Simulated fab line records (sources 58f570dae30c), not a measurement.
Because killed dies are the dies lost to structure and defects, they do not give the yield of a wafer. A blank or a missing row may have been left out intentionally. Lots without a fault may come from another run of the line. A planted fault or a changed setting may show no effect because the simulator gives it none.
Which of the tools did it? -- flow berkeley_cmos170 -- 13 lots, 39 wafers sampled, at 4 steps of a route of 331

## WHAT THE GAUGES SHOWED, per wafer
UCB170_PSD_TW_MEAS_10.
lot,measured,on,PSD_TW
L978,day 8 02:03,film_metro-01,2366 2368 2371
L976,day 8 02:11,film_metro-04,2358 2347 2348
L977,day 8 03:00,film_metro-03,2375 2382 2378
L984,day 9 03:09,film_metro-03,2381 2373 2374
L983,day 9 03:25,film_metro-01,2351 2350 2362
L987,day 9 12:22,film_metro-04,2345 2344 2348
L989,day 10 09:23,film_metro-03,2374 2369 2368
L992,day 10 21:59,film_metro-04,2330 2329 2317
L993,day 11 04:07,film_metro-04,2335 2341 2325
L995,day 11 18:23,film_metro-03,2378 2380 2361
L994,day 11 18:41,film_metro-01,2353 2365 2372
L998,day 12 04:12,film_metro-04,2351 2333 2345
L996,day 12 04:20,film_metro-01,2377 2391 2370

UCB170_V2_THK_MEAS_04.
lot,measured,on,V2_POLISHED_THK (nm)
L978,day 9 05:36,film_metro-04,999.1 1000.7 1001.2
L976,day 9 06:09,film_metro-02,998.8 998.8 998.5
L977,day 9 05:53,film_metro-02,999.9 1001.0 998.7
L984,day 10 02:32,film_metro-03,1000.8 1001.7 999.9
L983,day 10 02:14,film_metro-04,998.9 999.5 1000.5
L987,day 10 10:39,film_metro-02,1000.1 999.8 1001.2
L989,day 11 05:30,film_metro-02,998.4 997.9 998.7
L992,day 11 20:48,film_metro-02,999.5 1002.1 998.4
L993,day 11 22:14,film_metro-02,999.2 999.4 998.2
L995,day 12 12:08,film_metro-03,999.1 1000.2 1000.7
L994,day 12 14:21,film_metro-02,998.5 999.8 998.9
L998,day 12 23:50,film_metro-03,1001.1 1000.8 998.8
L996,day 13 02:34,film_metro-04,1001.7 1000.3 1000.1

## WHICH TOOL RAN EACH LOT (tool, then ch and the chambers of the sampled wafers, then the start)
lot,UCB170_CONTACT_ETCH_18,UCB170_M2_SPUTTER_01
L978,"rie_diel-01 ch 1,2, day 8 23:29 or earlier","pvd_sputter-03, day 8 23:29"
L976,"rie_diel-03 ch 0,1,2, day 9 00:06 or earlier","pvd_sputter-03, day 9 00:06"
L977,"rie_diel-02 ch 0,1,3, day 8 23:52 or earlier","pvd_sputter-04, day 8 23:52"
L984,"rie_diel-02 ch 0,3, day 9 22:04 or earlier","pvd_sputter-04, day 9 22:04"
L983,"rie_diel-01 ch 0,2,3, day 9 21:53 or earlier","pvd_sputter-02, day 9 21:53"
L987,"rie_diel-02 ch 1,2,3, day 10 06:46 or earlier","pvd_sputter-02, day 10 06:46"
L989,"rie_diel-03 ch 0,2,3, day 11 02:24 or earlier","pvd_sputter-03, day 11 02:24"
L992,"rie_diel-01 ch 1,2,3, day 11 16:30 or earlier","pvd_sputter-02, day 11 16:30"
L993,"rie_diel-01 ch 1,2, day 11 18:55 or earlier","pvd_sputter-03, day 11 18:55"
L995,"rie_diel-01 ch 0,1,2, day 12 09:04 or earlier","pvd_sputter-03, day 12 09:04"
L994,"rie_diel-02 ch 0,2,3, day 12 11:16 or earlier","pvd_sputter-02, day 12 11:16"
L998,"rie_diel-01 ch 1,3, day 12 20:34 or earlier","pvd_sputter-02, day 12 20:34"
L996,"rie_diel-01 ch 1,2,3, day 12 22:25 or earlier","pvd_sputter-04, day 12 22:25"
- UCB170_CONTACT_ETCH_18: etches PSG in CHF3/CF4/Ar, stops on TiSi2, target depth 840 nm, time 195 s.
- UCB170_M2_SPUTTER_01: material Al, target thk 900 nm, time 120 s.

## WHAT THE TOOLS THEMSELVES READ (means of the sampled wafers that have a number; where no wafer has one, the mark that the record gives instead)
UCB170_CONTACT_ETCH_18.
lot,tool,cf4_flow_sccm (sccm),drypump_motor_current_A (A),oes_product_au (a.u.),throttle_valve_pct (%)
L978,rie_diel-01,15.04,6.10,0.880,7.00
L976,rie_diel-03,14.98,5.89,0.900,6.95
L977,rie_diel-02,15.03,6.17,0.888,6.93
L984,rie_diel-02,15.02,6.14,0.892,6.94
L983,rie_diel-01,14.95,6.04,0.885,6.98
L987,rie_diel-02,15.01,5.81,0.886,6.94
L989,rie_diel-03,14.99,5.90,0.904,6.87
L992,rie_diel-01,15.03,6.03,0.893,6.95
L993,rie_diel-01,15.00,6.09,0.878,7.01
L995,rie_diel-01,14.95,6.08,0.880,7.02
L994,rie_diel-02,14.97,5.77,0.885,6.95
L998,rie_diel-01,15.01,5.95,0.903,6.88
L996,rie_diel-01,15.01,6.02,0.888,6.94

UCB170_M2_SPUTTER_01.
lot,tool,throttle_valve_pct (%)
L978,pvd_sputter-03,28.7
L976,pvd_sputter-03,29.9
L977,pvd_sputter-04,30.7
L984,pvd_sputter-04,30.0
L983,pvd_sputter-02,29.6
L987,pvd_sputter-02,29.5
L989,pvd_sputter-03,29.3
L992,pvd_sputter-02,30.2
L993,pvd_sputter-03,29.6
L995,pvd_sputter-03,29.8
L994,pvd_sputter-02,29.6
L998,pvd_sputter-02,29.7
L996,pvd_sputter-04,30.0

## THE ANSWER, worked out from the rows above alone
Rule: the lots themselves supply what counts as usual. Put in order of their means at a reading, lots are off if they are a third of the lots or fewer, leave a main group of 4 or more, and stand apart from it by a gap of 3 or more times the standard deviation of the main group's means; of several such gaps the widest counts. A main group is skipped when, at the precision printed for the reading in the tables above, its means are all equal. A lot without any number at a reading at which 4 lots or more have one is off too. All remaining lots with rows at the step are treated as sound. After the gauges, taken in route order, come the tools' own readings; for these a lot's mean is taken, as printed above. At the first step where some lot is off, the reading lying furthest off is the one used; lots without a number count as furthest.
Across all readings shown, no lot is off: no conclusion can be drawn from this.

## WHAT THE SIMULATOR HAD PUT IN
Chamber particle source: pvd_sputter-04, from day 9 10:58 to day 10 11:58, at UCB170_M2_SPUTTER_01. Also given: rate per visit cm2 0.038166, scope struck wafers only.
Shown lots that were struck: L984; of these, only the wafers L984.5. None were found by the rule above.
